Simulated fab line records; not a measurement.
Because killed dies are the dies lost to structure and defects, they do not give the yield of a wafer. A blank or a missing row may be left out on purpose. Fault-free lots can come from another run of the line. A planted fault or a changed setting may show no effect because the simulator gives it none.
fab line records / flow berkeley_cmos170
[record] lots = 14 wafers = 42 last_day = 12
route steps=331 shown M1@250
lots that met no fault: from a run of the same line without faults
start_h: the number of hours between the record's first day and the start of the first shown wafer of the lot / wait_h: hours from the lot's prior step to this one / " unchanged from the row above / L1.1+2: a row that stands for several wafers / - either no value or no given start / * or withheld: withheld / < > ~ a bound
route shown NAME@n: NAME is a module with steps in the file, n the number in the route of the first one / usual: mean/standard deviation of fault-free wafers / same: alike in all rows / chamber/n: place in a boat / sites: per-site readings / _std_site: standard deviation across them / _edge_site: the outer-site mean with the inner-site mean subtracted / radius_mm: how far each site lies from the wafer's centre / mask NAME#n: copy n / behind: tool/chamber where the wafer was last shaped / hold: the reason the lot was held/the length of the hold in hours/how it ended / device: which transistor (n, p or np) failed to switch / end of line: the route-end tests of the same wafers / step lacking rows: just its recipe / killed: the dies lost at the first sort to structure and to defects; this is not the yield of the wafer / map: dies across one wafer; x = killed, . = not, _ = none there
set.NAME: the setting that was run; set.NAME@STEP: the one run at that earlier step / model.NAME: the simulator's own value behind a step, which no gauge read
the route's steps for a sample of lots (tables are steps, rows are wafers)
services: from which hour (start_h, from the record's first day; less than 0 if before it) a tool's chamber was out of use, for how many hours, and why
[[steps]]
[step UCB170_M1_METAL_ETCH_12]
[recipe] chemistry = Cl2/BCl3 target = Al stop_on = PSG pressure_mtorr = 12 target_depth_a = 7800 over_etch_frac = 0.3 time_s = 130 icp_w = 600 bias_w = 120 Cl2_flow_sccm = 90 bcl3_flow_sccm = 45
[usual] drypump_motor_current_A = 5.9/0.35 oes_product_au = 0.861/0.016 throttle_valve_pct = 24.53/0.2
[same] time_s = 130
lot.wafer=L188.2 tool=rie_metal-03 chamber=0 start_h=142.95 wait_h=- drypump_motor_current_A=5.5 oes_product_au=0.855 rf_hours_counter_h=7.6 throttle_valve_pct=24.66
lot.wafer=L188.3 tool=rie_metal-03 chamber=1 start_h=142.95 wait_h=- drypump_motor_current_A=5.5 oes_product_au=0.830 rf_hours_counter_h=- throttle_valve_pct=24.64
lot.wafer=L188.6 tool=rie_metal-03 chamber=1 start_h=142.95 wait_h=- drypump_motor_current_A=5.5 oes_product_au=0.843 rf_hours_counter_h=- throttle_valve_pct=24.63
lot.wafer=L189.2 tool=rie_metal-04 chamber=1 start_h=151.05 wait_h=- drypump_motor_current_A=6.3 oes_product_au=0.881 rf_hours_counter_h=6.5 throttle_valve_pct=24.56
lot.wafer=L189.4 tool=rie_metal-04 chamber=0 start_h=151.05 wait_h=- drypump_motor_current_A=6.3 oes_product_au=0.876 rf_hours_counter_h=- throttle_valve_pct=24.10
lot.wafer=L189.6 tool=rie_metal-04 chamber=0 start_h=151.05 wait_h=- drypump_motor_current_A=6.3 oes_product_au=0.863 rf_hours_counter_h=- throttle_valve_pct=24.09
lot.wafer=L190.2 tool=rie_metal-03 chamber=0 start_h=151.20 wait_h=- drypump_motor_current_A=5.5 oes_product_au=0.859 rf_hours_counter_h=7.7 throttle_valve_pct=24.65
lot.wafer=L190.4 tool=rie_metal-03 chamber=1 start_h=151.20 wait_h=- drypump_motor_current_A=5.5 oes_product_au=0.837 rf_hours_counter_h=- throttle_valve_pct=24.62
lot.wafer=L190.5 tool=rie_metal-03 chamber=0 start_h=151.20 wait_h=- drypump_motor_current_A=5.5 oes_product_au=0.857 rf_hours_counter_h=- throttle_valve_pct=24.66
lot.wafer=L192.1 tool=rie_metal-02 chamber=0 start_h=160.71 wait_h=- drypump_motor_current_A=5.8 oes_product_au=0.845 rf_hours_counter_h=10.1 throttle_valve_pct=24.65
lot.wafer=L192.3 tool=rie_metal-02 chamber=1 start_h=160.71 wait_h=- drypump_motor_current_A=6.3 oes_product_au=0.865 rf_hours_counter_h=- throttle_valve_pct=24.59
lot.wafer=L192.6 tool=rie_metal-02 chamber=0 start_h=160.71 wait_h=- drypump_motor_current_A=5.8 oes_product_au=0.851 rf_hours_counter_h=- throttle_valve_pct=24.65
lot.wafer=L191.1 tool=rie_metal-03 chamber=1 start_h=162.64 wait_h=- drypump_motor_current_A=5.5 oes_product_au=0.834 rf_hours_counter_h=5.2 throttle_valve_pct=24.63
lot.wafer=L191.4 tool=rie_metal-03 chamber=1 start_h=162.64 wait_h=- drypump_motor_current_A=5.5 oes_product_au=0.829 rf_hours_counter_h=- throttle_valve_pct=24.63
lot.wafer=L191.6 tool=rie_metal-03 chamber=1 start_h=162.64 wait_h=- drypump_motor_current_A=5.5 oes_product_au=0.833 rf_hours_counter_h=- throttle_valve_pct=24.65
lot.wafer=L193.1 tool=rie_metal-02 chamber=1 start_h=182.64 wait_h=- drypump_motor_current_A=6.3 oes_product_au=0.858 rf_hours_counter_h=2.4 throttle_valve_pct=24.62
lot.wafer=L193.3 tool=rie_metal-02 chamber=1 start_h=182.64 wait_h=- drypump_motor_current_A=6.3 oes_product_au=0.869 rf_hours_counter_h=- throttle_valve_pct=24.60
lot.wafer=L193.5 tool=rie_metal-02 chamber=1 start_h=182.64 wait_h=- drypump_motor_current_A=6.3 oes_product_au=0.869 rf_hours_counter_h=- throttle_valve_pct=24.59
lot.wafer=L197.1 tool=rie_metal-03 chamber=1 start_h=192.84 wait_h=- drypump_motor_current_A=5.5 oes_product_au=0.832 rf_hours_counter_h=5.7 throttle_valve_pct=24.65
lot.wafer=L197.4 tool=rie_metal-03 chamber=1 start_h=192.84 wait_h=- drypump_motor_current_A=5.5 oes_product_au=0.845 rf_hours_counter_h=- throttle_valve_pct=24.63
lot.wafer=L197.5 tool=rie_metal-03 chamber=1 start_h=192.84 wait_h=- drypump_motor_current_A=5.5 oes_product_au=0.841 rf_hours_counter_h=- throttle_valve_pct=24.64
lot.wafer=L199.2 tool=rie_metal-02 chamber=1 start_h=193.41 wait_h=- drypump_motor_current_A=6.3 oes_product_au=0.863 rf_hours_counter_h=2.5 throttle_valve_pct=24.61
lot.wafer=L199.3 tool=rie_metal-02 chamber=0 start_h=193.41 wait_h=- drypump_motor_current_A=5.8 oes_product_au=0.855 rf_hours_counter_h=- throttle_valve_pct=24.63
lot.wafer=L199.5 tool=rie_metal-02 chamber=0 start_h=193.41 wait_h=- drypump_motor_current_A=5.8 oes_product_au=0.858 rf_hours_counter_h=- throttle_valve_pct=24.66
lot.wafer=L196.2 tool=rie_metal-04 chamber=1 start_h=193.94 wait_h=- drypump_motor_current_A=6.3 oes_product_au=0.877 rf_hours_counter_h=7.9 throttle_valve_pct=24.57
lot.wafer=L196.4 tool=rie_metal-04 chamber=0 start_h=193.94 wait_h=- drypump_motor_current_A=6.3 oes_product_au=0.884 rf_hours_counter_h=- throttle_valve_pct=24.09
lot.wafer=L196.6 tool=rie_metal-04 chamber=0 start_h=193.94 wait_h=- drypump_motor_current_A=6.3 oes_product_au=0.877 rf_hours_counter_h=- throttle_valve_pct=24.09
lot.wafer=L202.1 tool=rie_metal-02 chamber=0 start_h=238.76 wait_h=- drypump_motor_current_A=5.8 oes_product_au=0.852 rf_hours_counter_h=11.9 throttle_valve_pct=24.66
lot.wafer=L202.2 tool=rie_metal-02 chamber=1 start_h=238.76 wait_h=- drypump_motor_current_A=6.3 oes_product_au=0.871 rf_hours_counter_h=3.6 throttle_valve_pct=24.61
lot.wafer=L202.4 tool=rie_metal-02 chamber=1 start_h=238.76 wait_h=- drypump_motor_current_A=6.3 oes_product_au=0.859 rf_hours_counter_h=- throttle_valve_pct=24.61
lot.wafer=L207.1 tool=rie_metal-02 chamber=0 start_h=245.41 wait_h=- drypump_motor_current_A=5.8 oes_product_au=0.851 rf_hours_counter_h=12.1 throttle_valve_pct=24.65
lot.wafer=L207.4 tool=rie_metal-02 chamber=1 start_h=245.41 wait_h=- drypump_motor_current_A=6.3 oes_product_au=0.860 rf_hours_counter_h=- throttle_valve_pct=24.58
lot.wafer=L207.5 tool=rie_metal-02 chamber=1 start_h=245.41 wait_h=- drypump_motor_current_A=6.3 oes_product_au=0.855 rf_hours_counter_h=- throttle_valve_pct=24.61
lot.wafer=L208.1 tool=rie_metal-04 chamber=1 start_h=254.61 wait_h=- drypump_motor_current_A=6.3 oes_product_au=0.887 rf_hours_counter_h=9.1 throttle_valve_pct=24.55
lot.wafer=L208.5 tool=rie_metal-04 chamber=1 start_h=254.61 wait_h=- drypump_motor_current_A=6.3 oes_product_au=0.875 rf_hours_counter_h=- throttle_valve_pct=24.55
lot.wafer=L208.6 tool=rie_metal-04 chamber=0 start_h=254.61 wait_h=- drypump_motor_current_A=6.3 oes_product_au=0.881 rf_hours_counter_h=- throttle_valve_pct=24.10
lot.wafer=L210.2 tool=rie_metal-04 chamber=1 start_h=261.63 wait_h=- drypump_motor_current_A=6.3 oes_product_au=0.875 rf_hours_counter_h=9.4 throttle_valve_pct=24.57
lot.wafer=L210.3 tool=rie_metal-04 chamber=1 start_h=261.63 wait_h=- drypump_motor_current_A=6.3 oes_product_au=0.867 rf_hours_counter_h=- throttle_valve_pct=24.56
lot.wafer=L210.4 tool=rie_metal-04 chamber=0 start_h=261.63 wait_h=- drypump_motor_current_A=6.3 oes_product_au=0.886 rf_hours_counter_h=- throttle_valve_pct=24.08
lot.wafer=L211.1 tool=rie_metal-03 chamber=1 start_h=262.36 wait_h=- drypump_motor_current_A=5.5 oes_product_au=0.839 rf_hours_counter_h=8.4 throttle_valve_pct=24.64
lot.wafer=L211.2 tool=rie_metal-03 chamber=0 start_h=262.36 wait_h=- drypump_motor_current_A=5.5 oes_product_au=0.852 rf_hours_counter_h=11.9 throttle_valve_pct=24.65
lot.wafer=L211.5 tool=rie_metal-03 chamber=0 start_h=262.36 wait_h=- drypump_motor_current_A=5.5 oes_product_au=0.869 rf_hours_counter_h=- throttle_valve_pct=24.66
[step UCB170_M1_STRIP_13]
[recipe] chemistry = O2 power_w = 400 pressure_mtorr = 3500 platen_temp_c = withheld o2_flow_sccm = 400 overash_fraction = 0.5
[usual] drypump_motor_current_A = 5.7/0.44 oes_product_au = 0.720/0.0053
lot.wafer=L188.2 tool=plasma_asher-01 chamber=1 start_h=143.08 wait_h=0.1 drypump_motor_current_A=5.8 oes_product_au=0.729 rf_hours_counter_h=37
lot.wafer=L188.3 tool=plasma_asher-01 chamber=1 start_h=143.08 wait_h=0.1 drypump_motor_current_A=5.7 oes_product_au=0.722 rf_hours_counter_h=-
lot.wafer=L188.6 tool=plasma_asher-01 chamber=0 start_h=143.08 wait_h=0.1 drypump_motor_current_A=6.1 oes_product_au=0.719 rf_hours_counter_h=-
lot.wafer=L189.2 tool=plasma_asher-01 chamber=1 start_h=151.18 wait_h=0.1 drypump_motor_current_A=5.8 oes_product_au=0.717 rf_hours_counter_h=38
lot.wafer=L189.4 tool=plasma_asher-01 chamber=0 start_h=151.18 wait_h=0.1 drypump_motor_current_A=6.1 oes_product_au=0.723 rf_hours_counter_h=-
lot.wafer=L189.6 tool=plasma_asher-01 chamber=1 start_h=151.18 wait_h=0.1 drypump_motor_current_A=5.8 oes_product_au=0.723 rf_hours_counter_h=-
lot.wafer=L190.2 tool=plasma_asher-04 chamber=1 start_h=151.37 wait_h=0.1 drypump_motor_current_A=5.4 oes_product_au=0.718 rf_hours_counter_h=44
lot.wafer=L190.4 tool=plasma_asher-04 chamber=0 start_h=151.37 wait_h=0.1 drypump_motor_current_A=5.1 oes_product_au=0.727 rf_hours_counter_h=-
lot.wafer=L190.5 tool=plasma_asher-04 chamber=0 start_h=151.37 wait_h=0.1 drypump_motor_current_A=5.1 oes_product_au=0.722 rf_hours_counter_h=-
lot.wafer=L192.1 tool=plasma_asher-01 chamber=0 start_h=160.85 wait_h=0.1 drypump_motor_current_A=6.1 oes_product_au=0.728 rf_hours_counter_h=39
lot.wafer=L192.3 tool=plasma_asher-01 chamber=0 start_h=160.85 wait_h=0.1 drypump_motor_current_A=6.1 oes_product_au=0.725 rf_hours_counter_h=-
lot.wafer=L192.6 tool=plasma_asher-01 chamber=1 start_h=160.85 wait_h=0.1 drypump_motor_current_A=5.7 oes_product_au=0.722 rf_hours_counter_h=-
lot.wafer=L191.1 tool=plasma_asher-04 chamber=0 start_h=162.78 wait_h=0.1 drypump_motor_current_A=5.0 oes_product_au=0.721 rf_hours_counter_h=45
lot.wafer=L191.4 tool=plasma_asher-04 chamber=0 start_h=162.78 wait_h=0.1 drypump_motor_current_A=5.1 oes_product_au=0.711 rf_hours_counter_h=-
lot.wafer=L191.6 tool=plasma_asher-04 chamber=0 start_h=162.78 wait_h=0.1 drypump_motor_current_A=5.0 oes_product_au=0.725 rf_hours_counter_h=-
lot.wafer=L193.1 tool=plasma_asher-04 chamber=1 start_h=182.77 wait_h=0.1 drypump_motor_current_A=5.4 oes_product_au=0.717 rf_hours_counter_h=47
lot.wafer=L193.3 tool=plasma_asher-04 chamber=1 start_h=182.77 wait_h=0.1 drypump_motor_current_A=5.5 oes_product_au=0.720 rf_hours_counter_h=-
lot.wafer=L193.5 tool=plasma_asher-04 chamber=0 start_h=182.77 wait_h=0.1 drypump_motor_current_A=5.0 oes_product_au=0.729 rf_hours_counter_h=-
lot.wafer=L197.1 tool=plasma_asher-01 chamber=1 start_h=192.97 wait_h=0.1 drypump_motor_current_A=5.8 oes_product_au=0.723 rf_hours_counter_h=43
lot.wafer=L197.4 tool=plasma_asher-01 chamber=1 start_h=192.97 wait_h=0.1 drypump_motor_current_A=5.8 oes_product_au=0.720 rf_hours_counter_h=-
lot.wafer=L197.5 tool=plasma_asher-01 chamber=1 start_h=192.97 wait_h=0.1 drypump_motor_current_A=5.8 oes_product_au=0.720 rf_hours_counter_h=-
lot.wafer=L199.2 tool=plasma_asher-04 chamber=0 start_h=193.55 wait_h=0.1 drypump_motor_current_A=5.0 oes_product_au=0.726 rf_hours_counter_h=48
lot.wafer=L199.3 tool=plasma_asher-04 chamber=1 start_h=193.55 wait_h=0.1 drypump_motor_current_A=5.5 oes_product_au=0.719 rf_hours_counter_h=-
lot.wafer=L199.5 tool=plasma_asher-04 chamber=0 start_h=193.55 wait_h=0.1 drypump_motor_current_A=5.0 oes_product_au=0.722 rf_hours_counter_h=-
lot.wafer=L196.2 tool=plasma_asher-01 chamber=1 start_h=194.07 wait_h=0.1 drypump_motor_current_A=5.8 oes_product_au=0.720 rf_hours_counter_h=43
lot.wafer=L196.4 tool=plasma_asher-01 chamber=1 start_h=194.07 wait_h=0.1 drypump_motor_current_A=5.8 oes_product_au=0.723 rf_hours_counter_h=-
lot.wafer=L196.6 tool=plasma_asher-01 chamber=1 start_h=194.07 wait_h=0.1 drypump_motor_current_A=5.8 oes_product_au=0.716 rf_hours_counter_h=-
lot.wafer=L202.1 tool=plasma_asher-04 chamber=0 start_h=238.89 wait_h=0.1 drypump_motor_current_A=5.1 oes_product_au=0.460 rf_hours_counter_h=54
lot.wafer=L202.2 tool=plasma_asher-04 chamber=1 start_h=238.89 wait_h=0.1 drypump_motor_current_A=5.4 oes_product_au=0.467 rf_hours_counter_h=54
lot.wafer=L202.4 tool=plasma_asher-04 chamber=0 start_h=238.89 wait_h=0.1 drypump_motor_current_A=5.0 oes_product_au=0.466 rf_hours_counter_h=-
lot.wafer=L207.1 tool=plasma_asher-03 chamber=1 start_h=245.55 wait_h=0.1 drypump_motor_current_A=6.1 oes_product_au=0.458 rf_hours_counter_h=14
lot.wafer=L207.4 tool=plasma_asher-03 chamber=1 start_h=245.55 wait_h=0.1 drypump_motor_current_A=6.1 oes_product_au=0.487 rf_hours_counter_h=-
lot.wafer=L207.5 tool=plasma_asher-03 chamber=0 start_h=245.55 wait_h=0.1 drypump_motor_current_A=6.2 oes_product_au=0.467 rf_hours_counter_h=-
lot.wafer=L208.1 tool=plasma_asher-03 chamber=0 start_h=254.74 wait_h=0.1 drypump_motor_current_A=6.2 oes_product_au=0.727 rf_hours_counter_h=15
lot.wafer=L208.5 tool=plasma_asher-03 chamber=1 start_h=254.74 wait_h=0.1 drypump_motor_current_A=6.1 oes_product_au=0.723 rf_hours_counter_h=-
lot.wafer=L208.6 tool=plasma_asher-03 chamber=0 start_h=254.74 wait_h=0.1 drypump_motor_current_A=6.2 oes_product_au=0.725 rf_hours_counter_h=-
lot.wafer=L210.2 tool=plasma_asher-03 chamber=0 start_h=261.76 wait_h=0.1 drypump_motor_current_A=6.2 oes_product_au=0.711 rf_hours_counter_h=17
lot.wafer=L210.3 tool=plasma_asher-03 chamber=0 start_h=261.76 wait_h=0.1 drypump_motor_current_A=6.2 oes_product_au=0.716 rf_hours_counter_h=-
lot.wafer=L210.4 tool=plasma_asher-03 chamber=1 start_h=261.76 wait_h=0.1 drypump_motor_current_A=6.1 oes_product_au=0.711 rf_hours_counter_h=-
lot.wafer=L211.1 tool=plasma_asher-04 chamber=1 start_h=262.49 wait_h=0.1 drypump_motor_current_A=5.4 oes_product_au=0.713 rf_hours_counter_h=57
lot.wafer=L211.2 tool=plasma_asher-04 chamber=0 start_h=262.49 wait_h=0.1 drypump_motor_current_A=5.0 oes_product_au=0.718 rf_hours_counter_h=57
lot.wafer=L211.5 tool=plasma_asher-04 chamber=0 start_h=262.49 wait_h=0.1 drypump_motor_current_A=5.0 oes_product_au=0.715 rf_hours_counter_h=-
[step UCB170_M1_CD_MEAS_90]
[recipe] target_cd_nm = 700
[usual] cd_nm = 700.3/3
lot.wafer=L188.2 tool=cd_sem-02 chamber=- start_h=143.20 wait_h=0.1 cd_nm=697.9
lot.wafer=L188.3 tool=cd_sem-02 chamber=- start_h=143.20 wait_h=0.1 cd_nm=705.9
lot.wafer=L188.6 tool=cd_sem-02 chamber=- start_h=143.20 wait_h=0.1 cd_nm=701.6
lot.wafer=L189.2 tool=cd_sem-01 chamber=- start_h=151.38 wait_h=0.2 cd_nm=703.2
lot.wafer=L189.4 tool=cd_sem-01 chamber=- start_h=151.38 wait_h=0.2 cd_nm=700.1
lot.wafer=L189.6 tool=cd_sem-01 chamber=- start_h=151.38 wait_h=0.2 cd_nm=700.4
lot.wafer=L190.2 tool=cd_sem-01 chamber=- start_h=151.50 wait_h=0.1 cd_nm=695.5
lot.wafer=L190.4 tool=cd_sem-01 chamber=- start_h=151.50 wait_h=0.1 cd_nm=702.3
lot.wafer=L190.5 tool=cd_sem-01 chamber=- start_h=151.50 wait_h=0.1 cd_nm=695.3
lot.wafer=L192.1 tool=cd_sem-02 chamber=- start_h=160.98 wait_h=0.1 cd_nm=699.6
lot.wafer=L192.3 tool=cd_sem-02 chamber=- start_h=160.98 wait_h=0.1 cd_nm=698.5
lot.wafer=L192.6 tool=cd_sem-02 chamber=- start_h=160.98 wait_h=0.1 cd_nm=698.0
lot.wafer=L191.1 tool=cd_sem-02 chamber=- start_h=162.88 wait_h=0.1 cd_nm=701.2
lot.wafer=L191.4 tool=cd_sem-02 chamber=- start_h=162.88 wait_h=0.1 cd_nm=701.8
lot.wafer=L191.6 tool=cd_sem-02 chamber=- start_h=162.88 wait_h=0.1 cd_nm=701.7
lot.wafer=L193.1 tool=cd_sem-01 chamber=- start_h=182.87 wait_h=0.1 cd_nm=697.1
lot.wafer=L193.3 tool=cd_sem-01 chamber=- start_h=182.87 wait_h=0.1 cd_nm=700.4
lot.wafer=L193.5 tool=cd_sem-01 chamber=- start_h=182.87 wait_h=0.1 cd_nm=698.5
lot.wafer=L197.1 tool=cd_sem-02 chamber=- start_h=193.07 wait_h=0.1 cd_nm=706.6
lot.wafer=L197.4 tool=cd_sem-02 chamber=- start_h=193.07 wait_h=0.1 cd_nm=703.7
lot.wafer=L197.5 tool=cd_sem-02 chamber=- start_h=193.07 wait_h=0.1 cd_nm=706.2
lot.wafer=L199.2 tool=cd_sem-02 chamber=- start_h=193.67 wait_h=0.1 cd_nm=698.7
lot.wafer=L199.3 tool=cd_sem-02 chamber=- start_h=193.67 wait_h=0.1 cd_nm=698.4
lot.wafer=L199.5 tool=cd_sem-02 chamber=- start_h=193.67 wait_h=0.1 cd_nm=698.4
lot.wafer=L196.2 tool=cd_sem-01 chamber=- start_h=194.19 wait_h=0.1 cd_nm=697.7
lot.wafer=L196.4 tool=cd_sem-01 chamber=- start_h=194.19 wait_h=0.1 cd_nm=703.7
lot.wafer=L196.6 tool=cd_sem-01 chamber=- start_h=194.19 wait_h=0.1 cd_nm=703.7
lot.wafer=L202.1 tool=cd_sem-02 chamber=- start_h=238.99 wait_h=0.1 cd_nm=679.5
lot.wafer=L202.2 tool=cd_sem-02 chamber=- start_h=238.99 wait_h=0.1 cd_nm=678.7
lot.wafer=L202.4 tool=cd_sem-02 chamber=- start_h=238.99 wait_h=0.1 cd_nm=679.4
lot.wafer=L207.1 tool=cd_sem-02 chamber=- start_h=245.65 wait_h=0.1 cd_nm=678.1
lot.wafer=L207.4 tool=cd_sem-02 chamber=- start_h=245.65 wait_h=0.1 cd_nm=678.6
lot.wafer=L207.5 tool=cd_sem-02 chamber=- start_h=245.65 wait_h=0.1 cd_nm=676.2
lot.wafer=L208.1 tool=cd_sem-02 chamber=- start_h=254.85 wait_h=0.1 cd_nm=698.1
lot.wafer=L208.5 tool=cd_sem-02 chamber=- start_h=254.85 wait_h=0.1 cd_nm=698.5
lot.wafer=L208.6 tool=cd_sem-02 chamber=- start_h=254.85 wait_h=0.1 cd_nm=702.6
lot.wafer=L210.2 tool=cd_sem-02 chamber=- start_h=261.88 wait_h=0.1 cd_nm=698.3
lot.wafer=L210.3 tool=cd_sem-02 chamber=- start_h=261.88 wait_h=0.1 cd_nm=699.8
lot.wafer=L210.4 tool=cd_sem-02 chamber=- start_h=261.88 wait_h=0.1 cd_nm=707.2
lot.wafer=L211.1 tool=cd_sem-02 chamber=- start_h=262.59 wait_h=0.1 cd_nm=699.6
lot.wafer=L211.2 tool=cd_sem-02 chamber=- start_h=262.59 wait_h=0.1 cd_nm=698.1
lot.wafer=L211.5 tool=cd_sem-02 chamber=- start_h=262.59 wait_h=0.1 cd_nm=698.8
[[services]]
tool=plasma_asher-04 chamber=- start_h=136.16 hours=13.9 kind=pm
tool=rie_metal-03 chamber=- start_h=149.68 hours=1.4 kind=pm
tool=rie_metal-03 chamber=1 start_h=156.45 hours=3.2 kind=repair
tool=plasma_asher-03 chamber=- start_h=195.47 hours=2.8 kind=pm
tool=rie_metal-02 chamber=- start_h=239.27 hours=1.4 kind=pm
tool=plasma_asher-01 chamber=- start_h=254.08 hours=8.2 kind=pm
[[key]]
[first_sign] step = UCB170_M1_STRIP_13 reading = oes_product_au direction = down sigmas = 48 usual = 0.720 struck = 0.467
[effect] step = UCB170_M1_CD_MEAS_90 reading = cd_nm direction = down sigmas = 7.4 usual = 700.3 struck = 678.4
met_at UCB170_M1_METAL_ETCH_12
struck_lots L202,L207
[loop_trim] step = UCB170_M3_EXPOSE_12 setting = dose lots = L202,L207
onset_between 193.41 238.76
[fault] kind = process_parameter_drift tool = rie_metal-02 chamber = - onset_h = 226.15 steps = UCB170_M1_METAL_ETCH_12 channel = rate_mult offset = 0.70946 shape = step end_h = 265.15
// loop_trim: a control loop set the setting to another value than it would have without faults
